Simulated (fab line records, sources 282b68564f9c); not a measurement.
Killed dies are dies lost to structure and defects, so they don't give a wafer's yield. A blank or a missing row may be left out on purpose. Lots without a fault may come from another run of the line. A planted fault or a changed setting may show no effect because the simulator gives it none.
fab line records | flow rit_cmos | part 2 of 2: steps 33 to 43 of 43
record lots=5 wafers=15 last_day=6
route steps=202 shown PSD@143 SDANNEAL@153 NSD@158 PLDD@159 NLDD@160 SILICIDE@161 CONTACT@168 M1@184
lots that met no fault: from a run of the same line without faults
start_h: hours from the record's first day to the start of the lot's first wafer shown | wait_h: hours since the lot's step before | " the same as in the row above | L1.1+2: a row that stands for several wafers | - no value, or no start given | * or withheld: withheld | < > ~ a bound
route shown NAME@n: a module of which the file shows steps, and the number in the route of the first | usual: mean/standard deviation of fault-free wafers | same: alike in all rows | chamber/n: place in a boat | sites: the reading at each site | _std_site: their standard deviation | _edge_site: outer sites' mean less inner sites' | radius_mm: how far each site lies from the wafer's centre | mask NAME#n: copy n | behind: the tool/chamber that last shaped the wafer | hold: why the lot was held/for how many hours/how that ended | device: the transistor (n, p or np) that didn't switch | end of line: the same wafers' tests at the end of the route | a step without rows: its recipe alone | killed: dies lost to structure and defects at the first sort, not the wafer's yield | map: a wafer's dies, x killed, . not, _ none there
set.NAME: the setting as run; set.NAME@STEP: as run at that earlier step | model.NAME: the simulator's own value behind a step, which no gauge read
lots at some steps of the route; a table a step, a row a wafer
services: from which hour (start_h, from the record's first day; less than 0 if before it) a tool's chamber was out of use, for how many hours, and why
## steps
# step RIT_CONTACT_DEVELOP_07
# recipe resist=NOVOLAK develop_time_s=120 dev_temp_c=23
# columns lot.wafer tool chamber start_h wait_h
L076.2+3+4 litho_track-04 0 - -
L077.2+5+6 litho_track-04 0 - -
L084.1+4+5 litho_track-01 0 - -
L085.1+4+6 litho_track-01 0 - -
L093.1+2+3 litho_track-01 0 - -
# step RIT_CONTACT_CD_MEAS_08
# recipe target_cd_nm=1000
# usual cd_nm=999.4/2.2
# columns lot.wafer tool chamber start_h wait_h cd_nm
L076.2 cd_sem-01 - 67.90 - 998.7
L076.3 " - " " 998.3
L076.4 " - " " 997.4
L077.2 cd_sem-01 - 70.83 - 1001.6
L077.5 " - " " 1002.1
L077.6 " - " " 1001.9
L084.1 cd_sem-01 - 106.70 - 999.3
L084.4 " - " " 999.4
L084.5 " - " " 998.9
L085.1 cd_sem-02 - 109.00 - 1000.9
L085.4 " - " " 1001.5
L085.6 " - " " 1000.5
L093.1 cd_sem-02 - 149.27 - 999.1
L093.2 " - " " 1003.2
L093.3 " - " " 1001.7
# step RIT_CONTACT_OVL_MEAS_09
# usual CONTACT_OVL=-0.3/1.3
# columns lot.wafer tool chamber start_h wait_h CONTACT_OVL[nm]
L076.2 overlay-01 - 68.01 0.1 -1.0
L076.3 " - " " -1.7
L076.4 " - " " -1.4
L077.2 overlay-02 - 70.93 0.1 0.9
L077.5 " - " " -1.4
L077.6 " - " " -0.6
L084.1 overlay-02 - 106.82 0.1 1.2
L084.4 " - " " 0.8
L084.5 " - " " 2.7
L085.1 overlay-02 - 109.12 0.1 -0.1
L085.4 " - " " -0.1
L085.6 " - " " 0.7
L093.1 overlay-02 - 149.39 0.1 2.2
L093.2 " - " " 2.7
L093.3 " - " " 4.2
# step RIT_CONTACT_HARDBAKE_10
# recipe resist=NOVOLAK temp_c=140 time_s=60
# columns lot.wafer tool chamber start_h wait_h
L076.2+3+4 litho_track-04 0 68.06 0.0
L077.2+5+6 litho_track-03 0 70.99 0.0
L084.1+4+5 litho_track-04 0 106.95 0.1
L085.1+4+6 litho_track-01 0 109.16 0.0
L093.1+2+3 litho_track-04 0 149.43 0.0
# step RIT_CONTACT_ETCH_11
# recipe target_depth_a=4800 over_etch_frac=0.2 stop_on=TiSi2 chemistry=CHF3/CF4/Ar target=SiO2 CHF3_flow_sccm=50 cf4_flow_sccm=10 Ar_flow_sccm=100 O2_flow_sccm=5 pressure_mtorr=100 rf_w=200 time_s=320
# usual drypump_motor_current_A=5.6/0.54 oes_product_au=0.994/0.01 throttle_valve_pct=8.81/0.14
# columns lot.wafer tool chamber start_h wait_h drypump_motor_current_A oes_product_au rf_hours_counter_h throttle_valve_pct
L076.2 rie_diel-01 3 68.19 0.1 6.7 1.009 79 8.78
L076.3 " 1 " " 6.0 0.999 147 8.99
L076.4 " 0 " " 6.2 0.995 142 8.93
L077.2 rie_diel-03 3 71.11 0.1 5.8 0.997 119 8.60
L077.5 " 1 " " 5.0 0.993 - 8.84
L077.6 " 0 " " 4.9 1.011 - 9.07
L084.1 rie_diel-03 0 107.10 0.1 4.9 1.008 13 9.06
L084.4 " 2 " " 5.1 0.975 41 8.77
L084.5 " 2 " " 5.1 0.978 - 8.77
L085.1 rie_diel-02 3 109.31 0.1 5.1 0.991 9 8.68
L085.4 " 3 " " 5.1 0.995 - 8.66
L085.6 " 3 " " 5.1 0.996 - 8.67
L093.1 rie_diel-01 1 149.58 0.1 6.1 0.997 149 8.98
L093.2 " 0 " " 6.2 0.983 144 8.93
L093.3 " 2 " " 6.3 0.990 0 8.68
# step RIT_CONTACT_STRIP_12
# recipe chemistry=O2 time_s=180 resist=NOVOLAK platen_temp_c=withheld power_w=500 pressure_mtorr=4000 o2_flow_sccm=4000
# usual drypump_motor_current_A=5.6/0.41
# columns lot.wafer tool chamber start_h wait_h drypump_motor_current_A rf_hours_counter_h
L076.2 plasma_asher-03 0 68.38 0.1 5.2 23
L076.3 " 1 " " 5.4 -
L076.4 " 0 " " 5.2 -
L077.2 plasma_asher-04 0 71.31 0.1 5.3 42
L077.5 " 1 " " 6.1 -
L077.6 " 0 " " 5.3 -
L084.1 plasma_asher-03 0 107.30 0.1 5.2 27
L084.4 " 1 " " 5.4 -
L084.5 " 1 " " 5.4 -
L085.1 plasma_asher-04 0 109.60 0.2 5.3 46
L085.4 " 0 " " 5.3 -
L085.6 " 1 " " 6.1 -
L093.1 plasma_asher-02 0 149.77 0.1 6.2 3
L093.2 " 1 " " 5.3 3
L093.3 " 0 " " 6.2 -
# step RIT_CONTACT_CD_MEAS_90
# recipe target_cd_nm=1000
# usual cd_nm=999.3/2.2
# columns lot.wafer tool chamber start_h wait_h cd_nm
L076.2 cd_sem-02 - 68.58 0.1 998.1
L076.3 " - " " 998.2
L076.4 " - " " 997.2
L077.2 cd_sem-02 - 71.50 0.1 1002.0
L077.5 " - " " 1002.2
L077.6 " - " " 1002.5
L084.1 cd_sem-02 - 107.47 0.1 999.7
L084.4 " - " " 998.9
L084.5 " - " " 998.4
L085.1 cd_sem-01 - 109.78 0.1 1000.8
L085.4 " - " " 1001.6
L085.6 " - " " 1000.9
L093.1 cd_sem-02 - 149.95 0.1 999.3
L093.2 " - " " 1003.5
L093.3 " - " " 1001.1
# step RIT_CONTACT_CLEAN_13
# recipe chemistry=SC1 mix=3:3:50 time_s=600 temp_c=75
# usual bath_heat_duty_pct=15.4/1.9
# columns lot.wafer tool chamber start_h wait_h bath_heat_duty_pct
L076.2 wet_bench-04 1 68.68 0.1 13.7
L076.3 " 1 " " 15.9
L076.4 " 1 " " 16.3
L077.2 wet_bench-04 3 71.60 0.1 12.7
L077.5 " 3 " " 13.0
L077.6 " 3 " " 13.6
L084.1 wet_bench-04 0 107.59 0.1 18.8
L084.4 " 0 " " 17.8
L084.5 " 0 " " 19.3
L085.1 wet_bench-01 3 109.90 0.1 14.1
L085.4 " 3 " " 12.5
L085.6 " 3 " " 14.0
L093.1 wet_bench-04 1 150.07 0.1 15.5
L093.2 " 1 " " 14.3
L093.3 " 1 " " 14.1
# step RIT_CONTACT_CLEAN_14
# recipe chemistry=SC2 mix=3:3:50 time_s=600 temp_c=75 dry=n2_spin
# usual bath_heat_duty_pct=15.3/1.7
# columns lot.wafer tool chamber start_h wait_h bath_heat_duty_pct
L076.2 wet_bench-01 1 68.85 0.0 12.9
L076.3 " 1 " " 13.7
L076.4 " 1 " " 13.7
L077.2 wet_bench-02 3 71.78 0.0 19.1
L077.5 " 3 " " 18.5
L077.6 " 3 " " 17.9
L084.1 wet_bench-02 0 107.78 0.0 15.1
L084.4 " 0 " " 14.2
L084.5 " 0 " " 13.5
L085.1 wet_bench-04 1 110.09 0.0 15.7
L085.4 " 1 " " 15.4
L085.6 " 1 " " 14.9
L093.1 wet_bench-02 1 150.26 0.0 14.6
L093.2 " 1 " " 14.0
L093.3 " 1 " " 15.0
# step RIT_M1_SPUTTER_00
# recipe material=Al target_thk_nm=400 power_w=2000 chamber_pressure_pa=0.4 gas=Ar time_s=500 substrate_temp_c=25
# usual throttle_valve_pct=29.9/0.89
# columns lot.wafer tool chamber start_h wait_h throttle_valve_pct
L076.2 pvd_sputter-04 - 69.03 0.0 29.6
L076.3 " - " " 28.8
L076.4 " - " " 31.2
L077.2 pvd_sputter-01 - 71.97 0.0 30.8
L077.5 " - " " 28.7
L077.6 " - " " 30.2
L084.1 pvd_sputter-04 - 107.96 0.0 29.2
L084.4 " - " " 30.3
L084.5 " - " " 30.2
L085.1 pvd_sputter-02 - 110.28 0.0 30.8
L085.4 " - " " 31.4
L085.6 " - " " 29.9
L093.1 pvd_sputter-01 - 150.43 0.0 30.6
L093.2 " - " " 30.1
L093.3 " - " " 28.8
# step RIT_M1_RS_MEAS_01
# recipe thk_meas_gauge=four-point-probe reads=Al_of_M1_SPUTTER_00
# usual M1_AL_RS=0.0729/0.00083
# columns lot.wafer tool chamber start_h wait_h M1_AL_RS[ohm/sq]
L076.2 film_metro-01 - 69.34 0.2 0.0723
L076.3 " - " " 0.0723
L076.4 " - " " 0.0732
L077.2 film_metro-02 - 72.28 0.2 0.0732
L077.5 " - " " 0.0733
L077.6 " - " " 0.0737
L084.1 film_metro-02 - 108.25 0.1 0.0721
L084.4 " - " " 0.0726
L084.5 " - " " 0.0732
L085.1 film_metro-04 - 110.57 0.1 0.0725
L085.4 " - " " 0.0733
L085.6 " - " " 0.0736
L093.1 film_metro-01 - 150.73 0.1 0.0734
L093.2 " - " " 0.0738
L093.3 " - " " 0.0739
## services
# columns tool chamber start_h hours kind
rie_diel-03 - 45.61 2.8 pm
pecvd-01 - 64.43 0.2 repair
rie_diel-03 0 65.07 4.6 repair
implanter-02 - 65.66 1.6 repair
plasma_asher-04 - 66.74 3.4 repair
pvd_sputter-02 - 69.07 2.4 repair
pecvd-04 - 70.04 2.8 pm
implanter-01 - 74.73 2.6 repair
rie_diel-02 1 77.01 33.7 repair
pecvd-02 - 77.84 0.8 pm
iline_stepper-01 - 90.75 4.4 pm
pecvd-04 - 91.65 0.8 pm
pvd_sputter-02 - 94.72 1.7 repair
iline_stepper-02 - 97.09 1.7 pm
rie_diel-02 0 105.67 10.8 repair
implanter-04 - 107.55 4.1 repair
plasma_asher-03 - 107.98 6.8 repair
plasma_asher-02 - 108.75 9.0 pm
wet_bench-04 - 112.44 2.1 repair
rie_diel-02 1 122.31 3.4 repair
pvd_sputter-03 - 123.99 24.2 repair
implanter-02 - 125.77 1.2 repair
pecvd-02 1 135.69 2.2 repair
wet_bench-01 - 139.09 1.1 repair
